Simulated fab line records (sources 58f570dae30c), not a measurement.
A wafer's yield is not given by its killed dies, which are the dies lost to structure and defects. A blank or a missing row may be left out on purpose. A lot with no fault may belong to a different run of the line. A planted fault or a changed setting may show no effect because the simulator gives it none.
Which tool is to blame?	flow berkeley cmos170	14 lots with 42 wafers sampled at 2 steps, on a route of 331 steps

WHAT THE GAUGES SHOWED, per wafer
UCB170_NWELL_THK_MEAS_02.
lot	measured	on	NWELL_OXIDE_THK (nm)
L795	day 2 06:33	film metro-01	25.2 25.2 25.4
L796	day 2 06:37	film metro-01	25.1 24.7 24.5
L798	day 3 00:49	film metro-03	27.2 26.7 26.7
L799	day 3 07:11	film metro-04	26.1 26.2 26.1
L802	day 3 20:11	film metro-01	26.8 26.3 26.9
L803	day 3 20:11	film metro-04	27.6 27.7 27.4
L804	day 4 06:08	film metro-01	26.1 25.9 26.2
L805	day 4 06:09	film metro-04	26.9 27.0 26.7
L808	day 5 15:58	film metro-03	40.2 41.0 40.4
L810	day 5 20:47	film metro-01	39.6 40.3 39.9
L813	day 6 04:07	film metro-04	26.0 26.0 26.2
L814	day 6 10:56	film metro-01	25.2 25.2 25.3
L815	day 6 10:55	film metro-03	26.2 26.4 26.3
L816	day 6 18:56	film metro-04	25.5 26.0 25.3

TOOL THAT RAN EACH LOT (tool first, then ch and the chambers of the sampled wafers, then the start)
lot	UCB170_NWELL_OXIDATION_01
L795	furnace-04 ch 0, day 2 05:12
L796	furnace-04 ch 0, day 2 05:12
L798	furnace-02 ch 0, day 2 23:27
L799	furnace-01 ch 0, day 3 05:50
L802	furnace-02 ch 0, day 3 18:49
L803	furnace-02 ch 0, day 3 18:49
L804	furnace-04 ch 0, day 4 04:47
L805	furnace-04 ch 0, day 4 04:47
L808	furnace-02 ch 0, day 5 09:14
L810	furnace-02 ch 0, day 5 14:35
L813	furnace-04 ch 0, day 6 02:46
L814	furnace-01 ch 0, day 6 09:34
L815	furnace-01 ch 0, day 6 09:34
L816	furnace-01 ch 0, day 6 17:35
- UCB170_NWELL_OXIDATION_01: target thk 26.4 nm, ox time 1260 s.

WHAT THE TOOLS THEMSELVES READ (means of the sampled wafers that have a number; where no wafer has one, the mark that the record gives instead)
The record holds no such reading with a usual standard deviation.

THE ANSWER, worked out from the rows above alone
Rule: usual is defined by the lots themselves. Put in order of their means at a reading, lots are off if they are a third of the lots or fewer, leave a main group of 4 or more, and stand apart from it by a gap of 3 or more times the standard deviation of the main group's means; of several such gaps the widest counts. If all means in a main group match to the digits the tables above print for the reading, that group is not used. Also off: a lot with no number at a reading for which 4 or more lots have one. All remaining lots with rows at the step are treated as sound. Order of review: gauges by route order, followed by the tools' own readings, for which a lot's mean as printed above is used. At the first step where some lot is off, the reading lying furthest off is the one used; lots without a number count as furthest.
Off: at UCB170_NWELL_THK_MEAS_02 (NWELL_OXIDE_THK), L808, L810. Main group: mean 26.1 nm, sd 0.77.
If a tool, at a process step before that reading, ran all the lots that are off and no sound lot after the first of them, it fits. Gauges at UCB170_NWELL_THK_MEAS_02: tried the same way as those tools. One fits: furnace-02 at UCB170_NWELL_OXIDATION_01. Its last sound lot is L802 (day 3 18:49), its first lot that is off L808 (day 5 09:14): a fault that began between those two fits.

WHAT WAS PUT IN BY THE SIMULATOR
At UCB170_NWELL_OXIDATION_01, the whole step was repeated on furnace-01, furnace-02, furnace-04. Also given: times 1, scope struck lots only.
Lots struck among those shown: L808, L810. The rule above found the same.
